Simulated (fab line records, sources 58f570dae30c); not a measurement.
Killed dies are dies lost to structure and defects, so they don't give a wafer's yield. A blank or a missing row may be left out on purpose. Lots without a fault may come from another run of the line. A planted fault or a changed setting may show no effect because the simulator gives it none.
fab line records | flow berkeley_cmos170
record lots=14 wafers=42 last_day=14
route steps=331 shown V1@264
lots that met no fault: from a run of the same line without faults
start_h: hours from the record's first day to the start of the lot's first wafer shown | wait_h: hours since the lot's step before | " the same as in the row above | L1.1+2: a row that stands for several wafers | - no value, or no start given | * or withheld: withheld | < > ~ a bound
route shown NAME@n: a module of which the file shows steps, and the number in the route of the first | usual: mean/standard deviation of fault-free wafers | same: alike in all rows | chamber/n: place in a boat | sites: the reading at each site | _std_site: their standard deviation | _edge_site: outer sites' mean less inner sites' | radius_mm: how far each site lies from the wafer's centre | mask NAME#n: copy n | behind: the tool/chamber that last shaped the wafer | hold: why the lot was held/for how many hours/how that ended | device: the transistor (n, p or np) that didn't switch | end of line: the same wafers' tests at the end of the route | a step without rows: its recipe alone | killed: dies lost to structure and defects at the first sort, not the wafer's yield | map: a wafer's dies, x killed, . not, _ none there
set.NAME: the setting as run; set.NAME@STEP: as run at that earlier step | model.NAME: the simulator's own value behind a step, which no gauge read
steps of the route over a sample of lots; a table a step, a row a wafer
## steps
# step UCB170_V1_PEB_10
# recipe peb_temp_c=130 peb_time_s=withheld resist=KrF
# usual exhaust_pa=44.8/0.98 heater_power_total_W=56.80/0.051 plate_temp_C=130.03/0.14
# columns lot.wafer tool chamber start_h wait_h exhaust_pa heater_power_total_W plate_temp_C
L467.4 litho_track-01 0 179.27 0.1 44.9 56.74 130.03
L467.5 " 0 " " 43.9 56.80 130.15
L467.6 " 0 " " 43.9 56.69 130.17
L469.2 litho_track-04 0 186.68 0.1 44.9 56.83 129.99
L469.3 " 0 " " 43.6 56.78 129.91
L469.4 " 0 " " 44.4 56.86 130.19
L468.1 litho_track-04 0 189.69 0.3 45.4 56.78 129.78
L468.4 " 0 " " 45.2 56.80 130.10
L468.6 " 0 " " 44.8 56.78 129.88
L470.2 litho_track-01 0 201.20 0.4 45.0 56.77 130.00
L470.4 " 0 " " 46.6 56.77 130.25
L470.5 " 0 " " 44.3 56.81 130.14
L471.1 litho_track-04 0 202.44 0.2 47.2 56.86 130.15
L471.4 " 0 " " 44.2 56.84 130.21
L471.6 " 0 " " 45.0 56.89 130.01
L475.2 litho_track-01 0 217.55 0.1 44.2 56.76 129.94
L475.4 " 0 " " 44.8 56.83 130.06
L475.5 " 0 " " 43.9 56.70 130.17
L473.2 litho_track-03 0 218.89 0.1 45.7 56.79 130.18
L473.5 " 0 " " 45.2 56.78 130.27
L473.6 " 0 " " 44.1 56.74 130.01
L474.1 litho_track-01 0 219.34 0.1 44.8 56.77 130.12
L474.2 " 0 " " 47.2 56.85 130.01
L474.4 " 0 " " 47.0 56.87 130.10
L479.1 litho_track-01 0 255.18 0.1 44.6 56.87 129.93
L479.3 " 0 " " 45.0 56.78 130.21
L479.6 " 0 " " 45.6 56.89 130.05
L478.2 litho_track-04 0 255.40 0.2 44.7 57.18 130.94
L478.5 " 0 " " 44.9 57.16 130.78
L478.6 " 0 " " 44.5 57.24 130.79
L484.2 litho_track-04 0 281.42 0.6 43.1 57.17 130.62
L484.5 " 0 " " 44.5 57.22 130.88
L484.6 " 0 " " 43.5 57.21 130.87
L487.1 litho_track-03 0 286.19 0.1 46.0 56.80 129.99
L487.2 " 0 " " 45.0 56.74 130.02
L487.5 " 0 " " 46.1 56.82 130.22
L488.1 litho_track-03 0 324.53 0.3 44.4 56.83 129.91
L488.4 " 0 " " 43.9 56.73 129.60
L488.6 " 0 " " 44.1 56.71 129.87
L489.3 litho_track-01 0 325.10 0.1 43.4 56.82 130.08
L489.5 " 0 " " 43.5 56.70 129.93
L489.6 " 0 " " 42.5 56.83 130.10
# step UCB170_V1_CD_MEAS_12
# recipe target_cd_nm=700
# usual cd_nm=699.8/1.3
# columns lot.wafer tool chamber start_h wait_h cd_nm
L467.4 cd_sem-02 - 179.53 - 699.7
L467.5 " - " " 700.5
L467.6 " - " " 701.3
L469.2 cd_sem-02 - 186.95 - 698.6
L469.3 " - " " 698.2
L469.4 " - " " 698.9
L468.1 cd_sem-02 - 189.97 - 701.5
L468.4 " - " " 700.7
L468.6 " - " " 701.6
L470.2 cd_sem-02 - 201.47 - 698.6
L470.4 " - " " 699.9
L470.5 " - " " 698.4
L471.1 cd_sem-02 - 202.72 - 699.5
L471.4 " - " " 698.6
L471.6 " - " " 697.4
L475.2 cd_sem-01 - 217.82 - 698.8
L475.4 " - " " 699.5
L475.5 " - " " 699.3
L473.2 cd_sem-01 - 219.16 - 702.3
L473.5 " - " " 703.0
L473.6 " - " " 702.4
L474.1 cd_sem-02 - 219.62 - 698.9
L474.2 " - " " 699.9
L474.4 " - " " 699.9
L479.1 cd_sem-02 - 255.46 - 700.3
L479.3 " - " " 700.1
L479.6 " - " " 700.2
L478.2 cd_sem-01 - 255.67 - 705.6
L478.5 " - " " 704.2
L478.6 " - " " 704.6
L484.2 cd_sem-01 - 281.69 - 703.5
L484.5 " - " " 703.0
L484.6 " - " " 702.7
L487.1 cd_sem-02 - 286.47 - 700.0
L487.2 " - " " 700.1
L487.5 " - " " 699.7
L488.1 cd_sem-02 - 324.81 - 698.8
L488.4 " - " " 698.5
L488.6 " - " " 700.1
L489.3 cd_sem-02 - 325.40 - 700.7
L489.5 " - " " 702.1
L489.6 " - " " 700.1
## key
first_sign step=UCB170_V1_PEB_10 reading=heater_power_total_W direction=up sigmas=7.9 usual=56.80 struck=57.20
effect step=UCB170_V1_PEB_10 reading=plate_temp_C direction=up sigmas=5.5 usual=* struck=*
effect step=UCB170_V1_CD_MEAS_12 reading=cd_nm direction=up sigmas=3.3 usual=699.8 struck=703.9 through=control_loop
met_at UCB170_V1_PEB_10
struck_lots L478,L484
loop_trim step=UCB170_V1_EXPOSE_09 setting=dose lots=L484
onset_between 202.44 255.40
fault kind=process_parameter_drift tool=litho_track-04 chamber=- onset_h=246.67 steps=UCB170_V1_PEB_10 channel=peb_temp_c offset=* shape=step end_h=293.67 acts_in=* stated=*
# loop_trim: a control loop set the setting to another value than it would have without faults
